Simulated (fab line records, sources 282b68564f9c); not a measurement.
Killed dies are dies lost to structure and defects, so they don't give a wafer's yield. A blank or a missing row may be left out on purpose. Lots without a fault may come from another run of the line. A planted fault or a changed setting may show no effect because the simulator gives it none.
A struck lot beside a sound one | flow rit_cmos | 26 steps out of a route of 202
Sound: wafers L668.1, L668.3, L668.5. Struck: wafer L685.5. The cause comes at the end.
At each step with rows: each side's tool, then ch and its chambers, then its first start. Under that, the readings that differ: sound wafers | struck wafers | difference of the means | sigmas: that difference in standard deviations of wafers without a fault.
alike: readings whose means differ by less than 2 such deviations, and words and numbers that are the same on both sides. not compared: withheld readings, readings that some wafer has no value for, bounds like >300 that may hide the same value, and numbers for which the record gives no deviation and whose values overlap.
The two part at a step that has a row with sigmas, a row that says differs or no value, or rows on one side only. Numbers that don't overlap but have no deviation are shown without sigmas and don't part them. A reading that every wafer of one side lacks parts them only if that side has two wafers or more.

first, 4 steps without rows for these wafers: RIT_CONTACT_SOFTBAKE_04 (time 60 s); RIT_CONTACT_EXPOSE_05 (exposes mask M11, target cd 1000 nm); RIT_CONTACT_PEB_06; RIT_CONTACT_DEVELOP_07 (develop time 120 s).
RIT_CONTACT_CD_MEAS_08: target cd 1000 nm.
  sound on cd_sem-02, day 3 18:20; struck on cd_sem-02, day 7 18:55
  alike: cd_nm
RIT_CONTACT_OVL_MEAS_09:
  sound on overlay-01, day 3 18:28; struck on overlay-01, day 7 18:58
  reading          | sound       | struck | difference | sigmas
  CONTACT_OVL (nm) | 0.0 3.0 1.3 | -1.4   | -2.8       | -2
then, 1 step without rows for these wafers: RIT_CONTACT_HARDBAKE_10 (time 60 s).
RIT_CONTACT_ETCH_11: etches SiO2 in CHF3/CF4/Ar, stops on TiSi2, target depth 480 nm, time 320 s.
  sound on rie_diel-02 ch 1,2, day 3 18:39; struck on rie_diel-04 ch 0, day 7 19:14
  reading                | sound          | struck | difference | sigmas
  throttle_valve_pct (%) | 9.07 8.92 9.06 | 8.75   | -0.27      | -3
  alike: O2_flow_sccm, drypump_motor_current_A, oes_product_au
  not compared: rf_hours_counter_h
RIT_CONTACT_STRIP_12: strips in O2, time 180 s.
  sound on plasma_asher-04 ch 0,1, day 3 18:50; struck on plasma_asher-04 ch 1, day 7 19:27
  alike: drypump_motor_current_A
  not compared: rf_hours_counter_h
RIT_CONTACT_CD_MEAS_90: target cd 1000 nm.
  sound on cd_sem-01, day 3 19:01; struck on cd_sem-02, day 7 19:35
  alike: cd_nm
then, 2 steps without rows for these wafers: RIT_CONTACT_CLEAN_13 (cleans in SC1, time 611.7 s); RIT_CONTACT_CLEAN_14 (cleans in SC2, time 600 s).
RIT_M1_SPUTTER_00: material Al, target thk 400 nm, time 500 s.
  sound on pvd_sputter-02, day 3 19:31; struck on pvd_sputter-02, day 7 20:07
  reading                               | sound           | struck | difference | sigmas
  model.Al_of_M1_SPUTTER_00.thk_nm (nm) | 400.5 401 396.8 | 179.4  | -220.0     |
  alike: cathode_dc_power_W, throttle_valve_pct
RIT_M1_RS_MEAS_01: measures by four-point-probe.
  sound on film_metro-04, day 3 19:48; struck on film_metro-02, day 7 20:38
  reading           | sound                | struck | difference | sigmas
  M1_AL_RS (ohm/sq) | 0.0733 0.0733 0.0741 | 0.1706 | +0.0970    | +99 or more
  not compared: hold
RIT_M1_THK_MEAS_02: measures by xrf.
  sound on film_metro-04, day 3 19:55; struck on film_metro-02, day 7 22:10
  reading        | sound       | struck | difference | sigmas
  M1_AL_THK (nm) | 401 401 397 | 179    | -221       | -48
  not compared: hold
then, 5 steps without rows for these wafers: RIT_M1_COAT_04 (resist thk 1300 nm); RIT_M1_SOFTBAKE_05 (time 60 s); RIT_M1_EXPOSE_06 (exposes mask M12, target cd 2600 nm); RIT_M1_PEB_07; RIT_M1_DEVELOP_08 (develop time 68 s).
RIT_M1_CD_MEAS_09: target cd 2600 nm.
  sound on cd_sem-01, day 3 20:52; struck on cd_sem-02, day 8 02:09
  alike: cd_nm
RIT_M1_OVL_MEAS_10:
  sound on overlay-01, day 3 20:59; struck on overlay-01, day 8 02:13
  alike: M1_OVL
then, 1 step without rows for these wafers: RIT_M1_HARDBAKE_11 (time 120 s).
RIT_M1_METAL_ETCH_12: etches Al in Cl2/BCl3, stops on SiO2, time 165 s, target depth 600 nm.
  sound on rie_metal-03 ch 0,1, day 3 21:16; struck on rie_metal-02 ch 0, day 8 02:35
  reading               | sound             | struck | difference | sigmas
  oes_product_au (a.u.) | 0.778 0.785 0.779 | 0.535  | -0.246     | -25
  alike: drypump_motor_current_A, throttle_valve_pct
  not compared: rf_hours_counter_h
then, 1 step without rows for these wafers: RIT_M1_STRIP_13 (strips in nmp, time 600 s).
RIT_M1_PROBE_99:
  the record has rows for the sound wafers here (prober-02, day 3 23:32) and none for the struck ones

WHERE THEY PART
First at RIT_CONTACT_OVL_MEAS_09; last, within this record, at RIT_M1_PROBE_99.

WHY: what the simulator had put in
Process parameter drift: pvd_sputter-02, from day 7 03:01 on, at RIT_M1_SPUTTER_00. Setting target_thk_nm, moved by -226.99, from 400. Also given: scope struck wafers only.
